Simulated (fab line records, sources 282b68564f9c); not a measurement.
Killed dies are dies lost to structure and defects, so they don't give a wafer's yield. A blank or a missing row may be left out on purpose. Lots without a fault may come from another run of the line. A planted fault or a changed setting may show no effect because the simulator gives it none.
A struck lot beside a sound one | flow rit_cmos | 17 steps out of a route of 202
Sound: wafers L450.1, L450.2, L450.5. Struck: wafers L456.2, L456.3, L456.5. The cause comes at the end.
At each step with rows: each side's tool, then ch and its chambers, then its first start. Under that, the readings that differ: sound wafers | struck wafers | difference of the means | sigmas: that difference in standard deviations of wafers without a fault.
alike: readings whose means differ by less than 2 such deviations, and words and numbers that are the same on both sides. not compared: withheld readings, readings that some wafer has no value for, bounds like >300 that may hide the same value, and numbers for which the record gives no deviation and whose values overlap.
The two part at a step that has a row with sigmas, a row that says differs or no value, or rows on one side only. Numbers that don't overlap but have no deviation are shown without sigmas and don't part them. A reading that every wafer of one side lacks parts them only if that side has two wafers or more.

RIT_PWELL_TW_MEAS_10:
  sound on film_metro-02, day 2 15:26; struck on film_metro-02, day 4 00:59
  alike: PWELL_TW
then, 1 step without rows for these wafers: RIT_WELLDRIVE_ANNEAL_00 (time 14700 s).
RIT_WELLDRIVE_RS_MEAS_01: measures by four-point-probe.
  sound on film_metro-04, day 2 20:35; struck on film_metro-02, day 4 06:08
  alike: NWELL_RS
RIT_WELLDRIVE_RS_MEAS_02: measures by four-point-probe.
  sound on film_metro-04, day 2 20:43; struck on film_metro-02, day 4 06:16
  alike: PWELL_RS
then, 2 steps without rows for these wafers: RIT_NRETRO_HMDS_00 (prime time 60 s); RIT_NRETRO_COAT_01 (resist thk 1300 nm).
RIT_NRETRO_SOFTBAKE_02: time 61.41 s.
  sound on litho_track-04 ch 0, day 2 21:08; struck on litho_track-02 ch 0, day 4 06:41
  alike: plate_sensor_t_centre_C, plate_sensor_t_edge_C
then, 3 steps without rows for these wafers: RIT_NRETRO_EXPOSE_03 (exposes mask M4, target cd 43900 nm); RIT_NRETRO_PEB_04; RIT_NRETRO_DEVELOP_05 (develop time 68 s).
RIT_NRETRO_OVL_MEAS_06:
  sound on overlay-01, day 2 21:50; struck on overlay-01, day 4 07:22
  alike: NRETRO_OVL
then, 1 step without rows for these wafers: RIT_NRETRO_HARDBAKE_07 (time 120 s).
RIT_NRETRO_IMPLANT_08:
  sound on implanter-04 ch 0, day 2 22:07; struck on implanter-04 ch 0, day 4 07:40
  reading            | sound                          | struck                        | difference | sigmas
  dose_ions_cm2      | 1.0015e+13 9.999e+12 9.983e+12 | 7.812e+12 7.812e+12 7.803e+12 | -2.190e+12 | -99 or more
  faraday_current_uA | 32.0 31.7 31.3                 | 25.0 25.2 24.5                | -6.8       | -11
RIT_NRETRO_STRIP_09: strips in O2, time 180 s.
  sound on plasma_asher-02 ch 0,1, day 2 22:16; struck on plasma_asher-04 ch 0,1, day 4 07:48
  alike: drypump_motor_current_A
  not compared: rf_hours_counter_h
RIT_NRETRO_TW_MEAS_10:
  sound on film_metro-03, day 2 22:26; struck on film_metro-02, day 4 07:59
  reading   | sound          | struck      | difference | sigmas
  NRETRO_TW | 1043 1047 1048 | 970 966 965 | -79        | -12
then, 1 step without rows for these wafers: RIT_PRETRO_HMDS_00 (prime time 60 s).
RIT_M1_PROBE_99:
  sound on prober-02, day 4 04:32; struck on prober-02, day 5 12:14
  reading                                 | sound               | struck             | difference | sigmas
  model.etest.pmos_0p3.r_on_ohm_um        | 6383 6388 6320      | 5933 6134 5946     | -359       |
  model.etest.pmos_0p15.drive_ua_um       | 248.7 245.3 249.2   | 272.7 262.8 274.9  | +22.4      |
  model.etest.pmos_turned.drive_ua_um     | 181.7 181.7 182.4   | 206.2 198.7 209.4  | +22.8      |
  model.etest.pmos_narrow.drive_ua_um     | 98.69 98.94 98.48   | 104.3 104.3 107.1  | +6.5       |
  model.etest.pmos_0p3.drive_ua_um        | 100.4 98.25 99.62   | 111.3 108.7 111.7  | +11.1      |
  model.etest.well_edge_right.line_ohm_um | 185.3 182.8 185.8   | 188.2 187 187.2    | +2.8       |
  model.etest.pmos_0p15.off_log10_a_um    | -10.6 -10.57 -10.65 | -9.8 -10.08 -9.734 | +0.7       |
  alike: killed_at_front_end, killed_dies, killed_open, killed_short
  not compared: model.etest.well_edge_left.line_ohm_um

WHERE THEY PART
First at RIT_NRETRO_IMPLANT_08; last, within this record, at RIT_NRETRO_TW_MEAS_10. Later steps at which nothing parts them and some readings are alike: RIT_M1_PROBE_99.

WHY: what the simulator had put in
Process parameter drift: implanter-04, from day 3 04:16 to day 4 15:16, at RIT_NRETRO_IMPLANT_08. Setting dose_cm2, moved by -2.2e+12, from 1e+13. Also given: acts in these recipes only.
